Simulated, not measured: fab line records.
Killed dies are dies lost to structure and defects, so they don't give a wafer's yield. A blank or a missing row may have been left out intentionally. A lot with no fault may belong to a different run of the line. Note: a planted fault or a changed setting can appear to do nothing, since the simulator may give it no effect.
Which tool was responsible? + flow berkeleyCmos170 + route of 331 steps, sampled at 1 step: 7 lots, 21 wafers

## WHAT THE GAUGES SHOWED, per wafer
UCB170_NVT_OVL_MEAS_06.
| lot  | measured     | on         | NVT_OVL (nm) |
|------|--------------|------------|--------------|
| L580 | day 6 14:11  | overlay-02 | 4 3 -2       |
| L583 | day 7 06:47  | overlay-01 | -2 1 -2      |
| L588 | day 7 19:43  | overlay-01 | -7 -4 -4     |
| L591 | day 9 03:29  | overlay-01 | -6 -6 -7     |
| L592 | day 9 03:38  | overlay-01 | -2 7 5       |
| L598 | day 10 10:29 | overlay-01 | 6 1 -3       |
| L602 | day 11 02:30 | overlay-02 | 2 2 2        |

## EACH LOT AND THE TOOL THAT RAN IT (in order: tool; ch and the chambers of the sampled wafers; start)
There is no process step in the record ahead of these readings.

## THE ANSWER, worked out from the rows above alone
Rule: the usual values come from the lots themselves. The widest of any qualifying gaps counts: lots, ordered by their means at a reading, are off when they make up no more than a third of the lots, leave a main group of 4 or more, and stand apart from it by 3 or more times the standard deviation of that group's means. A main group whose means are all the same, to the digits that the tables above print for the reading, isn't used. A lot without any number at a reading at which 4 lots or more have one is off too. The other lots that the step has rows for count as sound.
No lot is off on any of the readings shown, so nothing can be concluded from this.

## WHAT WAS PUT IN BY THE SIMULATOR
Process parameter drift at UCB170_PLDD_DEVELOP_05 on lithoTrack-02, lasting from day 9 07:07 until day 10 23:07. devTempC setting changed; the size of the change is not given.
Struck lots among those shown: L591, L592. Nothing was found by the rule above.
